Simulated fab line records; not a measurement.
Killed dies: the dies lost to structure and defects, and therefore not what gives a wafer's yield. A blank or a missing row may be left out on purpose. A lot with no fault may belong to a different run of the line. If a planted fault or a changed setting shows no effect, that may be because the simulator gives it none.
A lot that was struck, set against a sound lot :: flow berkeley_cmos170 :: 21 steps out of a route of 331
Sound: these wafers, L432.1, L432.3, L432.5. Wafers struck: L444.2, L444.3, L444.5. Last of all comes the cause.
For every step that has rows: the tool of each side, followed by ch and its chambers, followed by its first start. Under that, the readings that differ: sound wafers :: struck wafers :: difference of the means :: sigmas: that difference in standard deviations of wafers without a fault.
alike: same words and numbers on both sides, and readings whose means sit less than 2 such deviations apart. not compared: any withheld reading, any reading some wafer has no value for, any bound like >300 that may hide the same value, and any number with overlapping values for which the record gives no deviation.
A row with sigmas, a row that says differs or no value, or rows on one side alone: a step with any of these is where the two part. Non-overlapping numbers with no deviation appear without sigmas and do not part them. A reading that every wafer of one side lacks parts them only if that side has two wafers or more.

UCB170_V1_CD_MEAS_90: target cd 700 nm.
  sound on cd_sem-01 at day 10 13:41; struck on cd_sem-01 at day 12 19:08
  alike: cd_nm
then, 1 step without rows for these wafers: UCB170_M2_PRE_CLEAN_00 (preclean etch time 60 s).
UCB170_M2_SPUTTER_01: material Al, target thk 900 nm, time 120 s.
  sound on pvd_sputter-02 at day 10 13:52; struck on pvd_sputter-02 at day 12 19:19
  alike: throttle_valve_pct
UCB170_M2_RS_MEAS_02: measurement is done with a four-point probe.
  sound on film_metro-01 at day 10 13:57; struck on film_metro-04 at day 12 19:25
  alike: M2_AL_RS
UCB170_M2_THK_MEAS_03: measures by xrf.
  sound on film_metro-01 at day 10 14:04; struck on film_metro-04 at day 12 19:31
  alike: M2_AL_THK
then, 3 steps without rows for these wafers: UCB170_M2_HMDS_04 (prime time 60 s); UCB170_M2_COAT_05 (resist thk 900 nm); UCB170_M2_SOFTBAKE_06 (time 60 s).
UCB170_M2_STRIP_07: strips in O2.
  sound on plasma_asher-01 ch 0,1, day 10 15:14; struck on plasma_asher-02 ch 1, day 12 20:08
  alike: drypump_motor_current_A, oes_product_au, strip_time_to_endpoint_s
  not compared: rf_hours_counter_h
then, 3 steps without rows for these wafers: UCB170_M2_STRIP_08 (strips KrF in DMSO, time 600 s); UCB170_M2_COAT_09; UCB170_M2_COAT_10 (resist thk 900 nm).
UCB170_M2_SOFTBAKE_11: time 60 s.
  sound on litho_track-04 ch 0, day 10 16:00; struck on litho_track-04 ch 0, day 12 20:00
reading: run_length_s (s)
sound: 88.94 88.91 89.10
struck: 115.67 115.82 115.78
difference: +26.77
sigmas: +99 or more
then, 3 steps without rows for these wafers: UCB170_M2_EXPOSE_12 (exposes mask METAL2, target cd 700 nm); UCB170_M2_PEB_13; UCB170_M2_DEVELOP_14 (develop time 45 s).
UCB170_M2_CD_MEAS_15: target cd 700 nm.
  sound on cd_sem-02 at day 10 17:11; struck on cd_sem-01 at day 12 21:17
  alike: cd_nm
UCB170_M2_OVL_MEAS_16:
  sound on overlay-02 at day 10 17:19; struck on overlay-02 at day 12 21:23
  alike: M2_OVL
UCB170_M2_ETCH_17: etches BARC in N2/H2.
  sound on rie_diel-04 ch 0,1,3, day 10 17:21; struck on rie_diel-03 ch 2,3, day 12 21:25
reading: model.M2.cd_nm (nm)
sound: 702.2 702 700.3
struck: 698.8 699.5 700.2
difference: -2.0
sigmas: 
  alike: drypump_motor_current_A, oes_product_au, throttle_valve_pct
UCB170_M2_METAL_ETCH_18: etches Al in Cl2/BCl3, stops on SiO2, target depth 1170 nm, time 195 s.
  sound on rie_metal-02 ch 0,1, day 10 17:23; struck on rie_metal-01 ch 0,1, day 12 21:28
  alike: drypump_motor_current_A, oes_product_au, throttle_valve_pct
  not compared: rf_hours_counter_h
UCB170_M3_PROBE_99:
  sound wafers here have rows in the record (prober-02, day 11 00:28); struck ones have none

WHERE THEY PART
Earliest at UCB170_M2_SOFTBAKE_11; latest, in this record, at UCB170_M3_PROBE_99.

WHY: what had been put in by the simulator
Drift in process parameters on litho_track-04 at UCB170_M2_SOFTBAKE_11, starting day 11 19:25. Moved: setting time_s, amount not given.
